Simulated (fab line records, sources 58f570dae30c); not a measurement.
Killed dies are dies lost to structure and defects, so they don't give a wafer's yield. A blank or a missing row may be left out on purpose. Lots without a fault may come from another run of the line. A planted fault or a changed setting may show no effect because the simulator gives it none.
One fault seen from 2 desks | flow berkeley_cmos170 | each desk has only its own numbers; what lay behind them comes last

THE TOOL OWNER'S DESK: furnace-02
The tool's own readings at UCB170_WELLDRIVE_OXIDATION_01 (target thk 199 nm, ox time 9000 s): means of the sampled wafers that have a number, for each lot that ran on this tool. A lot is out of limits, marked OUT, if its mean lies more than 4 standard deviations from the usual mean; the brackets give that distance.
Columns: A = ox_temp_c at UCB170_WELLDRIVE_OXIDATION_01, usual 1100.0 C; B = spike_tc_load_C at UCB170_WELLDRIVE_OXIDATION_01, usual 1131.4 C; C = zone_power_load_pct at UCB170_WELLDRIVE_OXIDATION_01, usual 47.2 %
lot  | first seen here | A      | B      | C
L190 | day 3 21:20     | 1100.5 | 1129.7 | 48.5
L193 | day 4 11:46     | 1100.1 | 1129.9 | 48.4
L194 | day 4 11:46     | 1099.6 | 1129.3 | 48.5
L195 | day 5 10:40     | 1100.0 | 1130.0 | 48.5
L197 | day 5 17:59     | 1100.4 | 1131.1 | 48.7
L198 | day 5 17:59     | 1100.1 | 1131.4 | 48.4
This desk's finding: nothing out of limits on any of the 6 lots.

THE METROLOGY DESK
What the gauges read, lot by lot, whatever tool the lot ran on: means of the sampled wafers that have a number. A lot is out of limits, marked OUT, if its mean lies more than 4 standard deviations from the usual mean; the brackets give that distance.
Columns: A = NWELL_OXIDE_THK at UCB170_NWELL_THK_MEAS_02, usual 26.4 nm; B = WELLDRIVE_OXIDE_THK at UCB170_WELLDRIVE_THK_MEAS_02, usual 200 nm
lot  | first seen here | A    | B
L190 | day 2 06:51     | 27.0 | 202
L193 | day 2 20:39     | 26.5 | 204
L194 | day 2 20:40     | 26.9 | 200
L195 | day 3 13:58     | 26.5 | 199
L197 | day 3 21:18     | 26.4 | 255 (+14) OUT
L198 | day 3 21:19     | 25.8 | 253 (+13) OUT
L204 | day 5 02:19     | 26.9 | 200
L206 | day 5 12:35     | 25.9 | 197
L207 | day 6 00:50     | 26.8 | 203
L208 | day 6 00:50     | 26.8 | 210
L209 | day 6 09:05     | 26.2 | 203
L210 | day 6 09:05     | 26.1 | 205
L211 | day 6 16:11     | 26.4 | 201
L213 | day 6 22:29     | 27.3 | 190
This desk's finding: out of limits on L197, L198; first on L197, day 5 21:29 (WELLDRIVE_OXIDE_THK at UCB170_WELLDRIVE_THK_MEAS_02). In limits: L190, L193, L194, L195, L204, L206, L207, L208, L209, L210, L211, L213.

PUT TOGETHER
The metrology desk could have raised an alarm at day 5 21:29, on L197, L198.
The tool owner's desk saw nothing out of limits.
The tool owner's desk has L197, L198 on record, within its limits.
Of the lots named, all ran UCB170_WELLDRIVE_OXIDATION_01 on furnace-02.

WHAT THE SIMULATOR HAD PUT IN
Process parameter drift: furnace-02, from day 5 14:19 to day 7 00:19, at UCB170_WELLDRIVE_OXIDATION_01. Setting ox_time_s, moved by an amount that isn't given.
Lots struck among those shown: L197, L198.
Hours from the fault's start to each desk's first reading out of limits: the metrology desk, 7.
